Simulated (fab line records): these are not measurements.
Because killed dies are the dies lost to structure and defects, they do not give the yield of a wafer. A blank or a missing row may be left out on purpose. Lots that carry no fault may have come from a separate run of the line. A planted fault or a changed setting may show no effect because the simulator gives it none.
What tool caused it? / flow rit_cmos / 9 lots, 27 wafers sampled, at 1 step of a route of 202

## WHAT THE GAUGES SHOWED, per wafer
RIT_SILICIDE_THK_MEAS_03: measures by xrf. Usual: SILICIDE_TI_THK 29.6 nm, standard deviation 0.43.
lot=L419; measured=day 3 05:59; on=film_metro-03; SILICIDE_TI_THK (nm)=29.4 28.9 29.5; flag=
lot=L420; measured=day 3 08:50; on=film_metro-01; SILICIDE_TI_THK (nm)=30.5 30.4 30.3; flag=
lot=L421; measured=day 3 13:41; on=film_metro-03; SILICIDE_TI_THK (nm)=29.7 30.1 30.0; flag=
lot=L422; measured=day 3 21:31; on=film_metro-04; SILICIDE_TI_THK (nm)=29.4 29.5 29.5; flag=
lot=L423; measured=day 4 00:02; on=film_metro-03; SILICIDE_TI_THK (nm)=29.1 29.0 28.8; flag=
lot=L429; measured=day 5 09:27; on=film_metro-01; SILICIDE_TI_THK (nm)=31.5 30.8 31.4; flag=OFF
lot=L432; measured=day 5 23:05; on=film_metro-01; SILICIDE_TI_THK (nm)=31.3 31.6 31.5; flag=OFF
lot=L433; measured=day 6 03:06; on=film_metro-01; SILICIDE_TI_THK (nm)=31.0 31.4 31.5; flag=OFF
lot=L441; measured=day 7 18:49; on=film_metro-03; SILICIDE_TI_THK (nm)=29.0 29.3 29.2; flag=

## TOOL THAT RAN EACH LOT (tool first, then ch and the chambers of the sampled wafers, then the start)
The record shows no process step preceding these readings.

## WHAT THE TOOLS THEMSELVES READ (means of the sampled wafers that have a number; where no wafer has one, the mark that the record gives instead)
The record holds no such reading with a usual standard deviation.

## THE ANSWER, worked out from the rows above alone
Rule: lot off if the mean of its wafers having a number is beyond 3 standard deviations from the usual mean. Also off: a lot with no number at a reading for which 4 or more lots have one. Where the step has rows for the other lots, those lots are counted as sound. The gauges are gone through in route order, then the tools' own readings, and for those a lot's mean is taken as printed above. At the first step where some lot is off, the reading lying furthest off is the one used; lots without a number count as furthest.
Off: L429, L432, L433, at RIT_SILICIDE_THK_MEAS_03 (SILICIDE_TI_THK).
A tool fits if, at a process step before that reading, it ran every lot that is off, and no sound lot after the first of them. The gauges at RIT_SILICIDE_THK_MEAS_03 are tried like those tools. One fits: film_metro-01 at RIT_SILICIDE_THK_MEAS_03. A fault onset in the window from L420 (day 3 08:50, its last sound lot) to L429 (day 5 09:27, its first lot off) fits.

## WHAT HAD BEEN PUT IN BY THE SIMULATOR
Metrology matching offset: film_metro-01, from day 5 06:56 on, at RIT_SILICIDE_THK_MEAS_03. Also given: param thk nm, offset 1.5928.
Shown lots that were struck: L429, L432, L433. The rule given above showed the same thing.
